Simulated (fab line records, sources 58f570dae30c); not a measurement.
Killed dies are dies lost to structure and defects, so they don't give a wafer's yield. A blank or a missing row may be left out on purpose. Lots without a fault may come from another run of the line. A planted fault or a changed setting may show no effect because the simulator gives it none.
fab line records | flow berkeley_cmos170
record lots=6 wafers=18 last_day=12
route steps=331 shown M2@290 V2@292
lots that met no fault: from a run of the same line without faults
start_h: hours from the record's first day to the start of the lot's first wafer shown | wait_h: hours since the lot's step before | " the same as in the row above | L1.1+2: a row that stands for several wafers | - no value, or no start given | * or withheld: withheld | < > ~ a bound
route shown NAME@n: a module of which the file shows steps, and the number in the route of the first | usual: mean/standard deviation of fault-free wafers | same: alike in all rows | chamber/n: place in a boat | sites: the reading at each site | _std_site: their standard deviation | _edge_site: outer sites' mean less inner sites' | radius_mm: how far each site lies from the wafer's centre | mask NAME#n: copy n | behind: the tool/chamber that last shaped the wafer | hold: why the lot was held/for how many hours/how that ended | device: the transistor (n, p or np) that didn't switch | end of line: the same wafers' tests at the end of the route | a step without rows: its recipe alone | killed: dies lost to structure and defects at the first sort, not the wafer's yield | map: a wafer's dies, x killed, . not, _ none there
set.NAME: the setting as run; set.NAME@STEP: as run at that earlier step | model.NAME: the simulator's own value behind a step, which no gauge read
lots at some steps of the route; a table a step, a row a wafer
services: from which hour (start_h, from the record's first day; less than 0 if before it) a tool's chamber was out of use, for how many hours, and why
## steps
# step UCB170_M2_STRIP_19
# recipe chemistry=O2 power_w=400 pressure_mtorr=3500 platen_temp_c=withheld o2_flow_sccm=400 overash_fraction=0.5
# usual drypump_motor_current_A=5.72/0.15 oes_product_au=0.539/0.015
# columns lot.wafer tool chamber start_h wait_h drypump_motor_current_A oes_product_au rf_hours_counter_h
L859.1 plasma_asher-02 0 158.20 0.1 5.62 0.493 5
L859.2 " 1 " " 5.80 0.559 5
L859.5 " 1 " " 5.78 0.543 -
L869.3 plasma_asher-02 0 204.20 0.1 5.62 0.526 -
L869.4 " 1 " " 5.79 0.542 -
L869.6 " 0 " " 5.61 0.547 -
L877.3 plasma_asher-02 1 243.47 0.2 5.78 0.542 -
L877.4 " 0 " " 5.63 0.532 -
L877.5 " 0 " " 5.62 0.539 -
L878.2 plasma_asher-03 1 243.53 0.1 5.47 0.532 46
L878.5 " 1 " " 5.47 0.534 -
L878.6 " 0 " " 5.85 0.548 -
L881.1 plasma_asher-03 0 263.50 0.1 5.83 0.518 48
L881.2 " 1 " " 5.49 0.562 48
L881.4 " 1 " " 5.47 0.525 -
L882.1 plasma_asher-02 1 270.02 0.1 5.82 0.559 18
L882.2 " 0 " " 5.64 0.530 18
L882.4 " 0 " " 5.63 0.534 -
# step UCB170_M2_CD_MEAS_90
# recipe target_cd_nm=700
# usual cd_nm=701/3.6
# columns lot.wafer tool chamber start_h wait_h cd_nm
L859.1 cd_sem-01 - 158.30 0.1 697
L859.2 " - " " 696
L859.5 " - " " 695
L869.3 cd_sem-01 - 204.30 0.1 703
L869.4 " - " " 706
L869.6 " - " " 705
L877.3 cd_sem-01 - 243.58 0.1 705
L877.4 " - " " 705
L877.5 " - " " 703
L878.2 cd_sem-02 - 243.65 0.1 707
L878.5 " - " " 704
L878.6 " - " " 702
L881.1 cd_sem-01 - 263.63 0.1 706
L881.2 " - " " 706
L881.4 " - " " 707
L882.1 cd_sem-02 - 270.12 0.1 702
L882.2 " - " " 701
L882.4 " - " " 701
# step UCB170_V2_CVD_00
# recipe material=SiO2 target_thk_nm=2000 temp_c=390 precursor=TEOS/O2 time_s=250 rf_w=550 pressure_mtorr=9000
# usual heater_power_w=274/63
# columns lot.wafer tool chamber start_h wait_h heater_power_w
L859.1 pecvd-04 1 158.42 0.1 256
L859.2 " 0 " " 315
L859.5 " 0 " " 382
L869.3 pecvd-04 1 204.38 0.1 348
L869.4 " 0 " " 397
L869.6 " 1 " " 250
L877.3 pecvd-04 2 243.66 0.1 218
L877.4 " 1 " " 342
L877.5 " 2 " " 286
L878.2 pecvd-03 1 243.75 0.1 402
L878.5 " 1 " " 303
L878.6 " 0 " " 237
L881.1 pecvd-04 2 263.75 0.1 302
L881.2 " 0 " " 289
L881.4 " 0 " " 384
L882.1 pecvd-02 0 270.24 0.1 230
L882.2 " 1 " " 256
L882.4 " 0 " " 155
# step UCB170_V2_THK_MEAS_01
# recipe reads=SiO2_of_V2_CVD_00
# usual V2_TEOS_THK=2007/24
# columns lot.wafer tool chamber start_h wait_h V2_TEOS_THK[nm]
L859.1 film_metro-01 - 158.61 0.1 2011
L859.2 " - " " 1998
L859.5 " - " " 2028
L869.3 film_metro-04 - 204.56 0.1 1974
L869.4 " - " " 2004
L869.6 " - " " 2001
L877.3 film_metro-02 - 243.83 0.1 1972
L877.4 " - " " 2015
L877.5 " - " " 2022
L878.2 film_metro-01 - 243.91 0.1 2039
L878.5 " - " " 2044
L878.6 " - " " 2014
L881.1 film_metro-04 - 263.91 0.1 2001
L881.2 " - " " 2009
L881.4 " - " " 2036
L882.1 film_metro-02 - 270.40 0.1 2041
L882.2 " - " " 2011
L882.4 " - " " 2029
# step UCB170_V2_CMP_02
# recipe material=SiO2 down_force_psi=6 platen_rpm=60 pad_velocity_m_s=0.75398
# usual edge_zone_pressure_frac=1.000/0.0055 head_pressure_psi=5.999/0.013 motor_current_A=16.5/2.1
# columns lot.wafer tool chamber start_h wait_h edge_zone_pressure_frac head_pressure_psi motor_current_A
L859.1 cmp-01 3 158.72 0.1 0.997 6.022 19.4
L859.2 " 1 " " 0.994 5.986 16.1
L859.5 " 2 " " 0.996 6.017 16.3
L869.4 cmp-02 0 204.65 0.1 0.994 6.003 19.7
L869.3 " 2 " " 1.000 5.995 14.1
L869.6 " 3 " " 0.996 5.994 12.2
L877.3 cmp-01 3 243.92 0.1 1.004 6.022 18.8
L877.4 " 1 " " 0.988 6.000 15.7
L877.5 " 2 " " 1.001 6.006 15.7
L878.2 cmp-02 0 244.11 0.2 1.006 6.000 20.6
L878.6 " 1 " " 1.008 5.995 16.3
L878.5 " 2 " " 1.002 5.981 14.1
L881.4 cmp-01 2 263.97 0.0 0.999 5.998 16.6
L881.1 " 0 " " 1.006 5.994 16.0
L881.2 " 1 " " 0.995 5.993 15.9
L882.4 cmp-02 1 270.46 0.0 1.010 6.028 17.1
L882.1 " 2 " " 1.007 5.991 14.2
L882.2 " 3 " " 1.006 5.977 12.7
# step UCB170_V2_BOW_MEAS_03
# recipe mode=bow
# usual V2_BOW=37/6.3
# columns lot.wafer tool chamber start_h wait_h V2_BOW[um]
L859.1 film_metro-02 - 158.97 0.2 45
L859.2 " - " " 39
L859.5 " - " " 35
L869.3 film_metro-04 - 204.94 0.1 40
L869.4 " - " " 38
L869.6 " - " " 50
L877.3 film_metro-04 - 244.21 0.2 32
L877.4 " - " " 32
L877.5 " - " " 44
L878.2 film_metro-01 - 244.28 0.1 44
L878.5 " - " " 24
L878.6 " - " " 47
L881.1 film_metro-01 - 264.27 0.1 42
L881.2 " - " " 33
L881.4 " - " " 46
L882.1 film_metro-04 - 270.76 0.2 47
L882.2 " - " " 42
L882.4 " - " " 36
# step UCB170_V2_THK_MEAS_04
# recipe reads=SiO2_of_V2_CVD_00
# usual V2_POLISHED_THK=1000.0/1.2
# columns lot.wafer tool chamber start_h wait_h V2_POLISHED_THK[nm]
L859.1 film_metro-02 - 159.09 0.1 996.8
L859.2 " - " " 999.1
L859.5 " - " " 997.3
L869.3 film_metro-04 - 205.04 0.1 1001.2
L869.4 " - " " 998.8
L869.6 " - " " 999.7
L877.3 film_metro-04 - 244.31 0.1 1000.4
L877.4 " - " " 1001.8
L877.5 " - " " 997.5
L878.2 film_metro-01 - 244.39 0.1 1000.4
L878.5 " - " " 1000.8
L878.6 " - " " 1000.5
L881.1 film_metro-01 - 264.39 0.1 1000.3
L881.2 " - " " 999.4
L881.4 " - " " 997.9
L882.1 film_metro-04 - 270.88 0.1 1001.0
L882.2 " - " " 1001.8
L882.4 " - " " 999.9
# step UCB170_V2_CLEAN_05
# recipe chemistry=DIW
# step UCB170_V2_HMDS_06
# recipe prime_time_s=60 prime_temp_c=100
# step UCB170_V2_COAT_07
# recipe resist=KrF spin_rpm=1500 resist_thk_nm=900
# step UCB170_V2_SOFTBAKE_08
# recipe resist=KrF temp_c=130 time_s=60
# step UCB170_V2_EXPOSE_09
# recipe mask_id=VIA2 target_cd_nm=700 na=0.5 sigma_outer=0.6 source_shape=conventional dose_mj=37
# step UCB170_V2_PEB_10
# recipe peb_temp_c=130 peb_time_s=withheld resist=KrF
# usual chill_plate_temp_C=23.00/0.1 exhaust_pa=44.9/0.9
# columns lot.wafer tool chamber start_h wait_h chill_plate_temp_C exhaust_pa
L859.1 litho_track-04 0 160.64 0.5 23.04 43.6
L859.2 " 0 " " 23.14 44.3
L859.5 " 0 " " 23.11 44.9
L869.3 litho_track-01 0 205.93 0.2 23.11 45.7
L869.4 " 0 " " 23.14 45.0
L869.6 " 0 " " 22.99 45.2
L877.3 litho_track-01 - 245.67 0.3 - -
L877.4 " - " " - -
L877.5 " - " " - -
L878.2 litho_track-04 - 246.10 0.3 - -
L878.5 " - " " - -
L878.6 " - " " - -
L881.1 litho_track-01 0 265.80 0.1 22.66 44.9
L881.2 " 0 " " 22.75 45.4
L881.4 " 0 " " 22.96 46.2
L882.1 litho_track-01 0 272.23 0.3 23.03 44.9
L882.2 " 0 " " 23.14 44.9
L882.4 " 0 " " 23.15 45.3
# step UCB170_V2_DEVELOP_11
# recipe developer=TMAH develop_time_s=45 resist=KrF dev_temp_c=21
## services
# columns tool chamber start_h hours kind
pecvd-03 - 135.50 14.0 pm
pecvd-03 0 135.50 14.0 vent_cycle
pecvd-03 1 135.50 14.0 vent_cycle
pecvd-03 2 135.50 14.0 vent_cycle
pecvd-04 - 140.19 2.8 pm
pecvd-03 - 146.30 1.1 repair
pecvd-02 - 148.04 2.8 pm
pecvd-03 0 149.50 - clean
pecvd-03 1 149.50 - clean
pecvd-03 2 149.50 - clean
cmp-01 - 150.89 5.3 pm
plasma_asher-03 - 159.30 5.2 repair
cmp-01 - 166.43 1.4 repair
cmp-02 - 176.45 3.3 repair
cmp-02 - 184.22 12.0 pm
pecvd-04 - 192.40 1.7 repair
cmp-01 - 198.63 1.2 repair
cmp-02 - 204.94 1.3 repair
cmp-01 - 221.04 7.8 pm
cmp-01 - 232.00 4.0 pm
cmp-01 - 236.00 - consumable_replace:conditioner
cmp-01 - 236.00 - consumable_replace:pad
pecvd-02 - 242.50 14.0 pm
pecvd-02 0 242.50 14.0 vent_cycle
## key
first_sign step=UCB170_V2_PEB_10 reading=tool_record direction=missing
effect none on later readings
met_at UCB170_V2_PEB_10
struck_wafers L877.3,L877.4,L877.5,L878.2,L878.5,L878.6
later_rows_left_out L877.3,L877.4,L877.5,L878.2,L878.5,L878.6
sort_left_out L877.3,L877.4,L877.5,L878.2,L878.5,L878.6
onset_between 205.93 245.67
fault kind=skipped_step_whole tool=litho_track-01,litho_track-04 chamber=- onset_h=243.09 steps=UCB170_V2_PEB_10 scope=struck_lots_only
# sort_left_out: the simulated sort isn't trusted on such a fault, so these wafers' sort isn't shown, and their yield isn't known
# later_rows_left_out: the simulator's readings of these wafers behind a module that went badly wrong aren't trusted and aren't shown, but for the sort
